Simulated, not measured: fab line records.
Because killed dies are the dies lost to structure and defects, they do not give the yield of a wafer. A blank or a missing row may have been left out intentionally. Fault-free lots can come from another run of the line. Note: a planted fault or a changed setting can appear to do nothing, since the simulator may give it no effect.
The tool behind it: which one?	flow berkeleyCmos170	14 lots with 42 wafers sampled at 4 steps, on a route of 331 steps

WHAT EACH GAUGE READ, for each wafer
UCB170_M3_BOW_MEAS_20. Usual: M3_BOW gives 36 um (standard deviation 7.1).
lot	measured	on	M3_BOW (um)	flag
L183	day 8 18:20	filmMetro-02	38 39 41	
L184	day 9 05:15	filmMetro-01	37 30 36	
L186	day 9 05:36	filmMetro-02	38 40 42	
L185	day 9 04:25	filmMetro-02	40 34 32	
L187	day 9 05:22	filmMetro-02	37 40 45	
L189	day 9 17:35	filmMetro-02	30 32 26	
L188	day 9 22:21	filmMetro-01	35 35 36	
L190	day 10 02:52	filmMetro-03	21 34 28	
L191	day 10 04:55	filmMetro-03	41 36 29	
L192	day 10 19:46	filmMetro-03	34 33 40	
L198	day 11 22:46	filmMetro-02	37 29 32	
L199	day 11 18:45	filmMetro-02	45 33 37	
L200	day 12 02:39	filmMetro-01	40 29 32	
L206	day 13 07:48	filmMetro-01	32 36 43	

EACH LOT AND THE TOOL THAT RAN IT (in order: tool; ch and the chambers of the sampled wafers; start)
lot	UCB170_PWELL_STRIP_16	UCB170_NVT_STRIP_08	UCB170_BACKSIDE_STRIP_03
L183	plasmaAsher-01 ch 0,1, day 3 06:34	plasmaAsher-02 ch 0,1, day 6 03:46	plasmaAsher-04 ch 0,1, day 7 14:17
L184	plasmaAsher-04 ch 0,1, day 3 19:17	plasmaAsher-03 ch 0, day 6 22:17	plasmaAsher-01 ch 0, day 8 03:58
L186	plasmaAsher-03 ch 0,1, day 3 19:56	plasmaAsher-03 ch 0,1, day 6 21:52	plasmaAsher-02 ch 0,1, day 8 04:54
L185	plasmaAsher-04 ch 0,1, day 4 00:26	plasmaAsher-02 ch 0,1, day 6 22:28	plasmaAsher-01 ch 0,1, day 8 04:27
L187	plasmaAsher-01 ch 0,1, day 4 00:49	plasmaAsher-01 ch 0,1, day 6 22:01	plasmaAsher-02 ch 0,1, day 8 04:09
L189	plasmaAsher-01 ch 0,1, day 4 08:05	plasmaAsher-01 ch 0,1, day 7 11:05	plasmaAsher-02 ch 0,1, day 8 21:14
L188	plasmaAsher-03 ch 0,1, day 4 08:21	plasmaAsher-03 ch 0,1, day 7 11:26	plasmaAsher-01 ch 0,1, day 8 21:38
L190	plasmaAsher-04 ch 0,1, day 4 18:23	plasmaAsher-01 ch 0,1, day 7 17:49	plasmaAsher-02 ch 0,1, day 9 02:46
L191	plasmaAsher-03 ch 0,1, day 5 02:36	plasmaAsher-01 ch 1, day 7 22:37	plasmaAsher-04 ch 1, day 9 03:09
L192	plasmaAsher-01 ch 1, day 5 07:08	plasmaAsher-02 ch 1, day 8 11:19	plasmaAsher-02 ch 0,1, day 9 23:43
L198	plasmaAsher-01 ch 0,1, day 6 12:27	plasmaAsher-03 ch 1, day 9 15:59	plasmaAsher-04 ch 0,1, day 10 21:49
L199	plasmaAsher-03 ch 0,1, day 6 12:27	plasmaAsher-03 ch 0,1, day 9 15:42	plasmaAsher-01 ch 0, day 10 21:22
L200	plasmaAsher-04 ch 0,1, day 7 02:52	plasmaAsher-01 ch 0,1, day 9 21:41	plasmaAsher-04 ch 0,1, day 11 05:55
L206	plasmaAsher-03 ch 0,1, day 8 02:44	plasmaAsher-01 ch 0,1, day 10 23:58	plasmaAsher-02 ch 0,1, day 12 09:06
- UCB170_PWELL_STRIP_16: strips in O2.
- UCB170_NVT_STRIP_08: strips in O2.
- UCB170_BACKSIDE_STRIP_03: strips in O2.

WHAT THE TOOLS THEMSELVES READ (means of the sampled wafers that have a number; where no wafer has one, the mark that the record gives instead)
UCB170_PWELL_STRIP_16. Usual: drypumpMotorCurrentA 5.69 A, standard deviation 0.29; oesProductAu 0.721 a.u., standard deviation 0.0046; stripTimeToEndpointS 18.10 s, standard deviation 0.093.
lot	tool	drypumpMotorCurrentA (A)	oesProductAu (a.u.)	stripTimeToEndpointS (s)	flag
L183	plasmaAsher-01	5.75	0.718	18.01	
L184	plasmaAsher-04	5.70	0.719	17.93	
L186	plasmaAsher-03	5.59	0.723	18.08	
L185	plasmaAsher-04	5.95	0.722	18.07	
L187	plasmaAsher-01	5.62	0.724	18.17	
L189	plasmaAsher-01	5.78	0.725	18.19	
L188	plasmaAsher-03	5.58	0.721	17.94	
L190	plasmaAsher-04	5.97	0.726	18.14	
L191	plasmaAsher-03	5.51	0.720	18.04	
L192	plasmaAsher-01	5.51	0.724	18.28	
L198	plasmaAsher-01	5.75	0.726	18.17	
L199	plasmaAsher-03	5.57	0.721	18.11	
L200	plasmaAsher-04	5.96	0.720	18.14	
L206	plasmaAsher-03	5.58	0.720	18.15	

UCB170_NVT_STRIP_08. Usual: drypumpMotorCurrentA 5.59 A, standard deviation 0.2; oesProductAu 0.734 a.u., standard deviation 0.0046; stripTimeToEndpointS 21.62 s, standard deviation 0.071.
lot	tool	drypumpMotorCurrentA (A)	oesProductAu (a.u.)	stripTimeToEndpointS (s)	flag
L183	plasmaAsher-02	5.43	0.738	21.59	
L184	plasmaAsher-03	5.44	0.734	21.60	
L186	plasmaAsher-03	5.58	0.729	21.60	
L185	plasmaAsher-02	5.42	0.734	21.57	
L187	plasmaAsher-01	5.63	0.738	21.65	
L189	plasmaAsher-01	5.76	0.733	21.65	
L188	plasmaAsher-03	5.60	0.731	21.68	
L190	plasmaAsher-01	5.63	0.736	21.54	
L191	plasmaAsher-01	5.50	0.731	21.53	
L192	plasmaAsher-02	5.76	0.733	21.72	
L198	plasmaAsher-03	5.65	0.732	21.70	
L199	plasmaAsher-03	5.50	0.737	21.62	
L200	plasmaAsher-01	5.75	0.730	21.52	
L206	plasmaAsher-01	5.62	0.733	21.63	

UCB170_BACKSIDE_STRIP_03. Usual: drypumpMotorCurrentA 5.7 A, standard deviation 0.34; oesProductAu 0.735 a.u., standard deviation 0.0044; stripTimeToEndpointS 22.00 s, standard deviation 0.061.
lot	tool	drypumpMotorCurrentA (A)	oesProductAu (a.u.)	stripTimeToEndpointS (s)	flag
L183	plasmaAsher-04	5.7	0.734	22.01	
L184	plasmaAsher-01	5.9	0.737	21.97	
L186	plasmaAsher-02	5.6	0.732	21.98	
L185	plasmaAsher-01	5.6	0.734	22.02	
L187	plasmaAsher-02	5.5	0.730	21.96	
L189	plasmaAsher-02	5.4	0.736	22.00	
L188	plasmaAsher-01	5.8	0.732	21.93	
L190	plasmaAsher-02	5.4	0.737	21.96	
L191	plasmaAsher-04	5.4	0.733	22.07	
L192	plasmaAsher-02	5.6	0.732	22.00	
L198	plasmaAsher-04	5.7	0.740	21.94	
L199	plasmaAsher-01	5.9	0.735	22.02	
L200	plasmaAsher-04	5.7	0.736	21.97	
L206	plasmaAsher-02	5.4	0.736	22.06	

THE ANSWER, worked out from the rows above alone
Rule: a lot counts as off when the mean over its wafers that have a number is more than 3 standard deviations away from the usual mean. Also off: a lot with no number at a reading for which 4 or more lots have one. Where the step has rows for the other lots, those lots are counted as sound. Order of review: gauges by route order, followed by the tools' own readings, for which a lot's mean as printed above is used. At the first step where some lot is off, the reading lying furthest off is the one used; lots without a number count as furthest.
Nothing can be told from this: no lot is off at any reading shown.

WHAT THE SIMULATOR HAD INSERTED
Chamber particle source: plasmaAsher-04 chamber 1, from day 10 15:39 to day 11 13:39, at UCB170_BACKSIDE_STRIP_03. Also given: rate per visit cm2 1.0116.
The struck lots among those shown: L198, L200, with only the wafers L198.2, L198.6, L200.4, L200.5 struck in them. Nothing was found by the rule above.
